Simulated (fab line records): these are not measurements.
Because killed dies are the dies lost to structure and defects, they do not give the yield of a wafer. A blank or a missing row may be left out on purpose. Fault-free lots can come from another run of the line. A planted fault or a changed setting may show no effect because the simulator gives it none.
A struck lot beside a sound one ; flow rit-cmos ; 19 steps out of a route of 202
Sound: these wafers, L772.1, L772.3, L772.5. Wafers struck: L775.2, L775.3, L775.5. The cause is given at the end.
For every step that has rows: the tool of each side, followed by ch and its chambers, followed by its first start. Under that, the readings that differ: sound wafers ; struck wafers ; difference of the means ; sigmas: that difference in standard deviations of wafers without a fault.
alike: readings whose means differ by less than 2 such deviations, and words and numbers that are the same on both sides. not compared: withheld readings, readings that some wafer has no value for, bounds like >300 that may hide the same value, and numbers for which the record gives no deviation and whose values overlap.
The two part at a step that has a row with sigmas, a row that says differs or no value, or rows on one side only. When numbers do not overlap yet have no deviation, they are printed without sigmas and do not part them. A reading missing from all wafers of one side parts the sides only when that side holds two or more wafers.

first, 1 step without rows for these wafers: RIT_CONTACT_HARDBAKE_10 (time 60 s).
RIT_CONTACT_ETCH_11: etches SiO2 in CHF3/CF4/Ar, stops on TiSi2, target depth 480 nm, time 320 s.
  sound on rie-diel-01 ch 1,3, day 5 00:09; struck on rie-diel-04 ch 0,1,2, day 5 17:37
  alike: chamber-pressure-mTorr, drypump-motor-current-A, oes-product-au, throttle-valve-pct
  not compared: rf-hours-counter-h
RIT_CONTACT_STRIP_12: strips in O2, time 180 s.
  sound on plasma-asher-03 ch 0,1, day 5 00:20; struck on plasma-asher-04 ch 0,1, day 5 17:49
  alike: chamber-pressure-mTorr, drypump-motor-current-A
  not compared: rf-hours-counter-h
RIT_CONTACT_CD_MEAS_90: the cd target is 1000 nm.
  sound on cd-sem-02 at day 5 00:31; struck on cd-sem-01 at day 5 18:01
reading;sound;struck;difference;sigmas
cd-nm (nm);1003.4 1001.7 1002.9;996.4 994.2 996.1;-7.1;-3
then, 2 steps without rows for these wafers: RIT_CONTACT_CLEAN_13 (cleans in SC1, time 600 s); RIT_CONTACT_CLEAN_14 (cleans in SC2, time 600 s).
RIT_M1_SPUTTER_00: material Al, target thk 400 nm, time 500 s.
  sound on pvd-sputter-04 at day 5 00:59; struck on pvd-sputter-01 at day 5 18:29
  alike: throttle-valve-pct
RIT_M1_RS_MEAS_01: measurement is done with a four-point probe.
  sound on film-metro-01 at day 5 01:17; struck on film-metro-03 at day 5 18:48
  alike: M1_AL_RS
RIT_M1_THK_MEAS_02: measures by xrf.
  sound on film-metro-01 at day 5 01:24; struck on film-metro-03 at day 5 18:55
  alike: M1_AL_THK
then, 3 steps without rows for these wafers: RIT_M1_HMDS_03 (prime time 60 s); RIT_M1_COAT_04 (resist thk 1300 nm); RIT_M1_SOFTBAKE_05 (time 60 s).
RIT_M1_EXPOSE_06: exposes mask M12, target cd 2600 nm.
  sound on iline-stepper-01 ch 0, day 5 01:55; struck on iline-stepper-02 ch 0, day 5 19:26
reading;sound;struck;difference;sigmas
model.M1.overlay-x-nm (nm);0.2064 0.2064 0.2064;772.6 772.6 772.6;+772.4;
  alike: mask
then, 2 steps without rows for these wafers: RIT_M1_PEB_07; RIT_M1_DEVELOP_08 (develop time 68 s).
RIT_M1_CD_MEAS_09: the cd target is 2600 nm.
  sound on cd-sem-02 at day 5 02:20; struck on cd-sem-02 at day 5 19:52
reading;sound;struck;difference;sigmas
cd-nm (nm);2601.6 2602.1 2602.2;2595.9 2596.7 2597.9;-5.1;-2
RIT_M1_OVL_MEAS_10:
  sound on overlay-01 at day 5 02:28; struck on overlay-01 at day 5 19:58
reading;sound;struck;difference;sigmas
M1_OVL (nm);-0.2 -0.9 0.2;771.3 770.0 771.9;+771.4;+99 or more
then, 1 step without rows for these wafers: RIT_M1_HARDBAKE_11 (time 120 s).
RIT_M1_PROBE_99:
  sound on prober-02 at day 5 10:34; struck on prober-01 at day 5 22:43
reading;sound;struck;difference;sigmas
model.etest.tester.sort-n-pass;259 247 257;0 0 0;-254;
model.etest.tester.sort-yield-pct (%);98.11 93.56 97.35;0 0 0;-96;
model.etest.diode-pplus-comb.over-limit;0 0 0;1 1 1;+1;
model.etest.ring.over-limit;0 0 0;1 1 1;+1;
model.etest.diode-nplus-pwell.over-limit;0 0 0;1 1 1;+1;
model.etest.nmos-narrow.over-limit;0 0 0;1 1 1;+1;
model.etest.diode-pplus-nwell.short;0 0 0;1 1 1;+1;
model.etest.contact-diode-array.over-limit;0 0 0;1 1 1;+1;
  alike: defect-limited-yield, killed-at-front-end, killed-dies, killed-open, killed-short

WHERE THEY PART
First at RIT_CONTACT_CD_MEAS_90; last, within this record, at RIT_M1_OVL_MEAS_10. Later steps at which nothing parts them and some readings are alike: RIT_M1_PROBE_99.

WHY: whatever the simulator had introduced
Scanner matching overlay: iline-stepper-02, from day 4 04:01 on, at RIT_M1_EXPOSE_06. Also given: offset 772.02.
